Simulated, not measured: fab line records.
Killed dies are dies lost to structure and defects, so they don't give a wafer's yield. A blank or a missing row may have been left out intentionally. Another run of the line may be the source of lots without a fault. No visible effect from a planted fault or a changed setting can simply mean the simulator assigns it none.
A lot that was struck, set against a sound lot + flow ritCmos + 44 steps out of a route of 202
Sound: the wafers L107.1, L107.2, L107.6. Struck: wafers L117.1, L117.2, L117.6. The cause is given at the end.
Each step with rows lists, per side, the tool, then ch with its chambers, then its first start. Under that, the readings that differ: sound wafers + struck wafers + difference of the means + sigmas: that difference in standard deviations of wafers without a fault.
alike: same words and numbers on both sides, and readings whose means sit less than 2 such deviations apart. not compared: any withheld reading, any reading some wafer has no value for, any bound like >300 that may hide the same value, and any number with overlapping values for which the record gives no deviation.
The two part at a step that has a row with sigmas, a row that says differs or no value, or rows on one side only. When numbers do not overlap yet have no deviation, they are printed without sigmas and do not part them. A reading that every wafer of one side lacks parts them only if that side has two wafers or more.

first, 3 steps without rows for these wafers: RIT_REOX_CLEAN_01 (cleans in dHF, time 30 s); RIT_REOX_CLEAN_02 (cleans in SC2, time 600 s); RIT_REOX_OXIDATION_03 (target thk 25.2 nm, ox time 5580 s).
RIT_REOX_THK_MEAS_04:
  sound on filmMetro-02 at day 3 18:23; struck on filmMetro-02 at day 5 20:12
  alike: REOX_OXIDE_THK
then, 6 steps without rows for these wafers: RIT_NLDD_HMDS_00 (prime time 60 s); RIT_NLDD_COAT_01 (resist thk 1013 nm); RIT_NLDD_SOFTBAKE_02 (time 60 s); RIT_NLDD_EXPOSE_03 (exposes mask M7, target cd 40700 nm); RIT_NLDD_PEB_04; RIT_NLDD_DEVELOP_05 (develop time 50 s).
RIT_NLDD_OVL_MEAS_06:
  sound on overlay-02 at day 3 19:25; struck on overlay-02 at day 5 21:14
  alike: NLDD_OVL
then, 1 step without rows for these wafers: RIT_NLDD_HARDBAKE_07 (time 60 s).
RIT_NLDD_IMPLANT_08:
  sound on implanter-03 ch 0, day 3 19:36; struck on implanter-04 ch 0, day 5 21:25
| reading          | sound                         | struck                        | difference | sigmas      |
|------------------|-------------------------------|-------------------------------|------------|-------------|
| doseIonsCm2      | 5.003e+14 4.999e+14 5.002e+14 | 3.207e+14 3.208e+14 3.208e+14 | -1.794e+14 | -99 or more |
| faradayCurrentUA | 1557 1521 1590                | 1019 1028 1010                | -537       | -17         |
RIT_NLDD_STRIP_09: strips in O2, time 180 s.
  sound on plasmaAsher-03 ch 0,1, day 3 19:45; struck on plasmaAsher-01 ch 0,1, day 5 21:34
  alike: drypumpMotorCurrentA
  not compared: rfHoursCounterH
RIT_NLDD_TW_MEAS_10:
  sound on filmMetro-01 at day 3 19:55; struck on filmMetro-01 at day 5 21:44
| reading | sound          | struck         | difference | sigmas |
|---------|----------------|----------------|------------|--------|
| NLDD_TW | 2505 2508 2501 | 2219 2218 2214 | -288       | -9     |
then, 6 steps without rows for these wafers: RIT_PLDD_HMDS_00 (prime time 60 s); RIT_PLDD_COAT_01 (resist thk 1000 nm); RIT_PLDD_SOFTBAKE_02 (time 60 s); RIT_PLDD_EXPOSE_03 (exposes mask M8, target cd 40900 nm); RIT_PLDD_PEB_04; RIT_PLDD_DEVELOP_05 (develop time 50 s).
RIT_PLDD_OVL_MEAS_06:
  sound on overlay-01 at day 3 20:50; struck on overlay-01 at day 5 22:50
  alike: PLDD_OVL
then, 2 steps without rows for these wafers: RIT_PLDD_HARDBAKE_07 (time 60 s); RIT_PLDD_IMPLANT_08.
RIT_PLDD_STRIP_09: strips in O2, time 180 s.
  sound on plasmaAsher-02 ch 0,1, day 3 21:10; struck on plasmaAsher-04 ch 0,1, day 5 23:10
  alike: drypumpMotorCurrentA
  not compared: rfHoursCounterH
RIT_PLDD_TW_MEAS_10:
  sound on filmMetro-04 at day 3 21:20; struck on filmMetro-02 at day 5 23:20
| reading | sound          | struck         | difference | sigmas |
|---------|----------------|----------------|------------|--------|
| PLDD_TW | 2296 2305 2307 | 2367 2361 2363 | +61        | +2     |
then, 4 steps without rows for these wafers: RIT_SPACER_CLEAN_00 (cleans in SC1, time 600 s); RIT_SPACER_CLEAN_01 (cleans in dHF, time 30 s); RIT_SPACER_CLEAN_02 (cleans in SC2, time 600 s); RIT_SPACER_CVD_03 (deposits Si3N4 from SiH2Cl2/NH3, target thk 250 nm, time 3300 s).
RIT_SPACER_THK_MEAS_04:
  sound on filmMetro-02 at day 3 23:41; struck on filmMetro-02 at day 6 01:41
  alike: SPACER_NITRIDE_THK
RIT_SPACER_ETCHBACK_05: etches Si3N4 in SF6/CHF3, stops on SiO2, target depth 250 nm, time 240 s.
  sound on rieDiel-01 ch 1,2,3, day 3 23:45; struck on rieDiel-01 ch 1,2,3, day 6 01:45
  alike: drypumpMotorCurrentA, oesProductAu, throttleValvePct
  not compared: rfHoursCounterH
then, 6 steps without rows for these wafers: RIT_NSD_HMDS_00 (prime time 60 s); RIT_NSD_COAT_01 (resist thk 1000 nm); RIT_NSD_SOFTBAKE_02 (time 60 s); RIT_NSD_EXPOSE_03 (exposes mask M9, target cd 40700 nm); RIT_NSD_PEB_04; RIT_NSD_DEVELOP_05 (develop time 50 s).
RIT_NSD_OVL_MEAS_06:
  sound on overlay-01 at day 4 00:52; struck on overlay-02 at day 6 02:52
  alike: NSD_OVL
then, 2 steps without rows for these wafers: RIT_NSD_HARDBAKE_07 (time 60 s); RIT_NSD_IMPLANT_08.
RIT_NSD_STRIP_09: strips in O2, time 180 s.
  sound on plasmaAsher-04 ch 0,1, day 4 01:13; struck on plasmaAsher-02 ch 0,1, day 6 03:13
| reading                  | sound       | struck      | difference | sigmas |
|--------------------------|-------------|-------------|------------|--------|
| drypumpMotorCurrentA (A) | 5.4 6.6 6.6 | 5.4 5.1 5.4 | -0.9       | -2     |
  not compared: rfHoursCounterH
RIT_SDANNEAL_RS_MEAS_07: measurement is done with a four-point probe.
  sound on filmMetro-02 at day 4 03:46; struck on filmMetro-04 at day 6 06:02
| reading          | sound             | struck            | difference | sigmas      |
|------------------|-------------------|-------------------|------------|-------------|
| NLDD_RS (ohm/sq) | 152.3 152.6 152.6 | 217.7 217.2 218.5 | +65.3      | +99 or more |
RIT_M1_PROBE_99:
  sound on prober-02 at day 4 10:39; struck on prober-02 at day 6 12:55
| reading                          | sound             | struck            | difference | sigmas |
|----------------------------------|-------------------|-------------------|------------|--------|
| model.etest.nmos_0p15.rOnOhmUm   | 1114 1163 1113    | 1412 1401 1455    | +293       |        |
| model.etest.nmos_0p3.rOnOhmUm    | 2174 2224 2164    | 2452 2465 2488    | +281       |        |
| model.etest.nldd.rsOhmSq         | 384.7 388.4 376.3 | 537.1 545 546.2   | +159.6     |        |
| model.etest.nmosTurned.driveUaUm | 308 308.8 320.2   | 197.5 193 191     | -118.5     |        |
| model.etest.nmos_0p15.driveUaUm  | 451.3 454.7 461.6 | 380.1 383.5 377   | -75.7      |        |
| model.etest.nldd.lineOhmUm       | 117.8 120 115.2   | 165.6 169.6 168.5 | +50.2      |        |
| model.etest.nmosNarrow.driveUaUm | 226.6 235 231     | 208.8 207.3 209.4 | -22.4      |        |
| model.etest.nmos_0p3.driveUaUm   | 217 223.4 218.4   | 202.9 203.7 205.9 | -15.4      |        |
  alike: killed_at_M0_to_M3, killedAtFrontEnd, killedDies, killedOpen, killedShort

## WHERE THEY PART
Earliest at RIT_NLDD_IMPLANT_08; latest, in this record, at RIT_SDANNEAL_RS_MEAS_07. Later steps at which nothing parts them and some readings are alike: RIT_M1_PROBE_99.

WHY: the cause the simulator had injected
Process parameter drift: implanter-04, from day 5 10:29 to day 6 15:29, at RIT_NLDD_IMPLANT_08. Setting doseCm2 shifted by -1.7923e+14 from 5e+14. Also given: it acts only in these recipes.
